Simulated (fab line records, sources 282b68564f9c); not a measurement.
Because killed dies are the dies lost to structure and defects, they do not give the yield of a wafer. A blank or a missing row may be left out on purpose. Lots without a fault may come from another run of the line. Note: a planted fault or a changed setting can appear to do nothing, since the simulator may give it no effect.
Which tool did it? ; flow rit-cmos ; 30 wafers from 10 lots sampled at 2 of the route's 202 steps

## WHAT THE GAUGES READ, wafer by wafer
RIT_GATE_THK_MEAS_09.
lot;measured;on;GATE_POLY_THK (nm)
L448;day 2 22:21;film-metro-01;250.7 253.6 251.5
L449;day 3 04:04;film-metro-01;247.2 247.7 247.5
L459;day 4 22:17;film-metro-02;268.6 270.6 270.7
L461;day 5 08:18;film-metro-02;272.2 273.1 271.8
L462;day 5 14:07;film-metro-02;254.8 250.1 250.5
L463;day 5 21:56;film-metro-02;247.6 247.5 247.6
L464;day 6 00:00;film-metro-02;250.6 250.8 251.9
L466;day 6 12:01;film-metro-01;249.5 248.9 250.5
L467;day 6 14:52;film-metro-01;250.5 249.6 247.9
L468;day 6 18:59;film-metro-02;250.6 252.4 253.2

## EACH LOT AND THE TOOL THAT RAN IT (in order: tool; ch and the chambers of the sampled wafers; start)
lot;RIT_GATE_CVD_08
L448;lpcvd-01 ch 1, day 2 20:44
L449;lpcvd-02 ch 0, day 3 02:23
L459;lpcvd-01 ch 0, day 4 20:40
L461;lpcvd-01 ch 1, day 5 06:40
L462;lpcvd-02 ch 1, day 5 12:29
L463;lpcvd-02 ch 0, day 5 20:17
L464;lpcvd-02 ch 1, day 5 22:23
L466;lpcvd-02 ch 0, day 6 09:35
L467;lpcvd-02 ch 0, day 6 12:26
L468;lpcvd-02 ch 1, day 6 17:22
- RIT_GATE_CVD_08: deposits poly-Si from SiH4, target thk 250 nm, time 2220 s.

## AS READ BY THE TOOLS THEMSELVES (means over the sampled wafers that have a number; for cases with no such wafer, the mark the record gives instead)
RIT_GATE_CVD_08.
lot;tool;susceptor-temp-C (C)
L448;lpcvd-01;610.05
L449;lpcvd-02;610.28
L459;lpcvd-01;610.26
L461;lpcvd-01;610.32
L462;lpcvd-02;609.92
L463;lpcvd-02;610.25
L464;lpcvd-02;609.90
L466;lpcvd-02;610.03
L467;lpcvd-02;609.93
L468;lpcvd-02;610.35

## THE ANSWER, worked out from the rows above alone
Rule: the usual values come from the lots themselves. Put in order of their means at a reading, lots are off if they are a third of the lots or fewer, leave a main group of 4 or more, and stand apart from it by a gap of 3 or more times the standard deviation of the main group's means; of several such gaps the widest counts. A main group whose means are all the same, to the digits that the tables above print for the reading, isn't used. A lot without any number at a reading at which 4 lots or more have one is off too. All remaining lots with rows at the step are treated as sound. Order of review: gauges by route order, followed by the tools' own readings, for which a lot's mean as printed above is used. The first step at which some lot is off is used, and at that step the reading that is off furthest; a lot without a number counts as furthest.
Off: L459, L461, at RIT_GATE_THK_MEAS_09 (GATE_POLY_THK). Main group: mean 250.1 nm, sd 1.8.
If a tool, at a process step before that reading, ran all the lots that are off and no sound lot after the first of them, it fits. Gauges at RIT_GATE_THK_MEAS_09: tried the same way as those tools. One fits: RIT_GATE_CVD_08 on lpcvd-01. Its last sound lot is L448 (day 2 20:44), its first lot that is off L459 (day 4 20:40): a fault that began between those two fits.

## WHAT HAD BEEN PUT IN BY THE SIMULATOR
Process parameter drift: lpcvd-01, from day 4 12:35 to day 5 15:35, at RIT_GATE_CVD_08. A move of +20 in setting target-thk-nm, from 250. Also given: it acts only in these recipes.
Lots struck among those shown: L459, L461. Same finding as the rule above.
